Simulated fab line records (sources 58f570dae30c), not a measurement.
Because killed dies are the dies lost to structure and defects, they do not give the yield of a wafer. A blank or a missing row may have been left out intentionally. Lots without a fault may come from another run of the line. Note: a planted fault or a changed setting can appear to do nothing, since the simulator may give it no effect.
Which tool was responsible? + flow berkeley cmos170 + 42 wafers from 14 lots sampled at 5 of the route's 331 steps

## WHAT EACH GAUGE READ, for each wafer
UCB170_M2_CD_MEAS_15 targets a cd of 700 nm.
| lot  | measured     | on        | cd nm (nm)        |
|------|--------------|-----------|-------------------|
| L624 | day 7 11:23  | cd sem-02 | 698.2 698.9 699.6 |
| L626 | day 7 11:39  | cd sem-02 | 697.0 698.3 697.9 |
| L625 | day 7 12:09  | cd sem-01 | 701.1 700.2 701.2 |
| L623 | day 7 11:56  | cd sem-02 | 699.7 701.2 700.1 |
| L627 | day 7 18:56  | cd sem-01 | 698.7 700.8 699.5 |
| L628 | day 8 00:44  | cd sem-02 | 698.6 698.9 699.2 |
| L629 | day 8 00:57  | cd sem-02 | 700.0 698.4 700.0 |
| L631 | day 8 16:52  | cd sem-01 | 700.6 702.8 703.1 |
| L633 | day 9 01:14  | cd sem-01 | 699.6 699.2 700.3 |
| L635 | day 9 15:08  | cd sem-02 | 697.7 696.7 697.6 |
| L637 | day 9 19:47  | cd sem-02 | 700.5 700.5 700.6 |
| L643 | day 11 10:54 | cd sem-02 | 671.4 670.4 671.4 |
| L644 | day 11 16:53 | cd sem-01 | 675.1 676.0 677.4 |
| L646 | day 12 03:05 | cd sem-01 | 698.9 700.4 698.7 |

UCB170_V2_THK_MEAS_04.
| lot  | measured     | on            | V2_POLISHED_THK (nm) |
|------|--------------|---------------|----------------------|
| L624 | day 7 12:38  | film metro-02 | 999.9 1000.5 999.5   |
| L626 | day 7 12:53  | film metro-01 | 1000.8 1002.0 1000.5 |
| L625 | day 7 13:23  | film metro-01 | 1000.8 1000.9 1000.9 |
| L623 | day 7 13:09  | film metro-04 | 1000.4 999.8 1001.1  |
| L627 | day 7 20:10  | film metro-02 | 999.3 999.8 999.8    |
| L628 | day 8 01:58  | film metro-04 | 1001.4 1001.8 1001.7 |
| L629 | day 8 02:11  | film metro-02 | 999.7 1000.9 998.2   |
| L631 | day 8 18:05  | film metro-04 | 1002.0 1001.4 1001.3 |
| L633 | day 9 02:28  | film metro-04 | 1000.6 1000.6 1000.1 |
| L635 | day 9 16:32  | film metro-04 | 1002.2 1001.8 999.9  |
| L637 | day 9 21:01  | film metro-04 | 1001.5 1000.6 1000.1 |
| L643 | day 11 12:08 | film metro-02 | 999.3 1001.2 1000.1  |
| L644 | day 11 18:07 | film metro-01 | 997.7 1000.7 1000.8  |
| L646 | day 12 04:19 | film metro-04 | 1001.0 997.2 999.0   |

UCB170_V2_CD_MEAS_12 targets a cd of 700 nm.
| lot  | measured     | on        | cd nm (nm)        |
|------|--------------|-----------|-------------------|
| L624 | day 7 13:51  | cd sem-02 | 702.1 700.4 701.3 |
| L626 | day 7 14:08  | cd sem-01 | 700.3 701.5 701.6 |
| L625 | day 7 15:01  | cd sem-01 | 699.9 701.0 700.6 |
| L623 | day 7 14:27  | cd sem-02 | 700.6 700.8 701.2 |
| L627 | day 7 21:31  | cd sem-02 | 700.1 699.5 699.7 |
| L628 | day 8 03:13  | cd sem-02 | 698.3 699.3 698.3 |
| L629 | day 8 03:31  | cd sem-01 | 699.4 699.2 698.7 |
| L631 | day 8 19:55  | cd sem-02 | 698.1 698.8 699.6 |
| L633 | day 9 03:53  | cd sem-01 | 699.6 701.4 700.4 |
| L635 | day 9 17:48  | cd sem-01 | 703.5 702.9 702.0 |
| L637 | day 9 22:31  | cd sem-01 | 697.6 698.9 697.8 |
| L643 | day 11 13:13 | cd sem-01 | 698.2 699.0 697.7 |
| L644 | day 11 19:32 | cd sem-01 | 700.7 701.3 700.9 |
| L646 | day 12 05:25 | cd sem-02 | 699.8 700.8 699.9 |

## WHAT TOOL EACH LOT RAN ON (gives the tool, then ch and the chambers of the sampled wafers, and finally the start)
| lot  | UCB170_M2_SOFTBAKE_11             | UCB170_V2_CVD_00                |
|------|-----------------------------------|---------------------------------|
| L624 | litho track-01 ch 0, day 7 10:00  | pecvd-02 ch 1,2, day 7 11:59    |
| L626 | litho track-04 ch 0, day 7 10:00  | pecvd-03 ch 0,1,2, day 7 12:16  |
| L625 | litho track-04 ch 0, day 7 11:00  | pecvd-02 ch 0,2, day 7 12:44    |
| L623 | litho track-02 ch 0, day 7 11:00  | pecvd-01 ch 0,1,2, day 7 12:30  |
| L627 | litho track-01 ch 0, day 7 18:00  | pecvd-03 ch 0,2, day 7 19:32    |
| L628 | litho track-04 ch 0, day 8 00:00  | pecvd-03 ch 0,2, day 8 01:20    |
| L629 | litho track-01 ch 0, day 8 00:00  | pecvd-02 ch 0,2, day 8 01:32    |
| L631 | litho track-04 ch 0, day 8 16:00  | pecvd-02 ch 0,1, day 8 17:26    |
| L633 | litho track-01 ch 0, day 9 00:00  | pecvd-03 ch 0,1, day 9 01:50    |
| L635 | litho track-04 ch 0, day 9 14:00  | pecvd-01 ch 0,1,2, day 9 15:56  |
| L637 | litho track-04 ch 0, day 9 18:00  | pecvd-02 ch 1,2, day 9 20:23    |
| L643 | litho track-01 ch 0, day 11 10:00 | pecvd-02 ch 0,1,2, day 11 11:29 |
| L644 | litho track-01 ch 0, day 11 16:00 | pecvd-03 ch 1,2, day 11 17:29   |
| L646 | litho track-04 ch 0, day 12 02:00 | pecvd-03 ch 1,2, day 12 03:40   |
- UCB170_M2_SOFTBAKE_11: time 60 s.
- UCB170_V2_CVD_00: deposits SiO2 from TEOS/O2, target thk 2000 nm, time 250 s.

## AS READ BY THE TOOLS THEMSELVES (means over the sampled wafers that have a number; for cases with no such wafer, the mark the record gives instead)
UCB170_M2_SOFTBAKE_11.
| lot  | tool           | heater power total W (W) | plate temp C (C) |
|------|----------------|--------------------------|------------------|
| L624 | litho track-01 | 56.74                    | 129.75           |
| L626 | litho track-04 | 56.79                    | 129.97           |
| L625 | litho track-04 | 56.85                    | 130.14           |
| L623 | litho track-02 | 56.80                    | 129.83           |
| L627 | litho track-01 | 56.83                    | 130.20           |
| L628 | litho track-04 | 56.84                    | 130.06           |
| L629 | litho track-01 | 56.80                    | 130.01           |
| L631 | litho track-04 | 56.76                    | 129.89           |
| L633 | litho track-01 | 56.80                    | 129.94           |
| L635 | litho track-04 | 56.86                    | 130.00           |
| L637 | litho track-04 | 56.83                    | 129.94           |
| L643 | litho track-01 | 62.59                    | 140.11           |
| L644 | litho track-01 | 62.57                    | 140.06           |
| L646 | litho track-04 | 56.81                    | 130.06           |

UCB170_V2_CVD_00.
| lot  | tool     | heater power w (W) | rf fwd power W (W) |
|------|----------|--------------------|--------------------|
| L624 | pecvd-02 | 221                | 547.9              |
| L626 | pecvd-03 | 295                | 550.1              |
| L625 | pecvd-02 | 269                | 547.2              |
| L623 | pecvd-01 | 214                | 548.0              |
| L627 | pecvd-03 | 241                | 548.5              |
| L628 | pecvd-03 | 251                | 548.3              |
| L629 | pecvd-02 | 267                | 548.4              |
| L631 | pecvd-02 | 241                | 549.3              |
| L633 | pecvd-03 | 274                | 548.9              |
| L635 | pecvd-01 | 190                | 548.9              |
| L637 | pecvd-02 | 242                | 548.2              |
| L643 | pecvd-02 | 247                | 550.0              |
| L644 | pecvd-03 | 311                | 548.8              |
| L646 | pecvd-03 | 251                | 550.1              |

## THE ANSWER, worked out from the rows above alone
Rule: what is usual is taken from the lots themselves. Put in order of their means at a reading, lots are off if they are a third of the lots or fewer, leave a main group of 4 or more, and stand apart from it by a gap of 3 or more times the standard deviation of the main group's means; of several such gaps the widest counts. The tables above print the reading to a certain number of digits; a main group whose means all agree to those digits is not used. A lot without any number at a reading at which 4 lots or more have one is off too. Where the step has rows for the other lots, those lots are counted as sound. First the gauges in route order, then the tools' own readings, where a lot's mean is used as printed above. At the first step where some lot is off, the reading lying furthest off is the one used; lots without a number count as furthest.
Off: L643, L644 (UCB170_M2_CD_MEAS_15, cd nm). Mean 699.6 nm and standard deviation 1.3 in the main group.
If a tool, at a process step before that reading, ran all the lots that are off and no sound lot after the first of them, it fits. Not tried: the gauges at UCB170_M2_CD_MEAS_15; whatever is off there is also off at UCB170_M2_SOFTBAKE_11, on other tools, and gauge error can't account for it. One candidate fits, namely litho track-01 at UCB170_M2_SOFTBAKE_11. Its last sound lot is L633 (day 9 00:00), its first lot that is off L643 (day 11 10:00): a fault that began between those two fits.
The tool's own readings at UCB170_M2_SOFTBAKE_11 bear it out: on the lots that are off they differ by more than 5 times the standard deviation of the sound lots' means. heater power total W reads 62.58 W there against 56.81 W on the sound lots; plate temp C reads 140.09 C there against 129.98 C on the sound lots.

## WHAT HAD BEEN PUT IN BY THE SIMULATOR
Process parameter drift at UCB170_M2_SOFTBAKE_11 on litho track-01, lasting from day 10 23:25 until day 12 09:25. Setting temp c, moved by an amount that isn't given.
Lots struck among those shown: L643, L644. The same result came from the rule above.
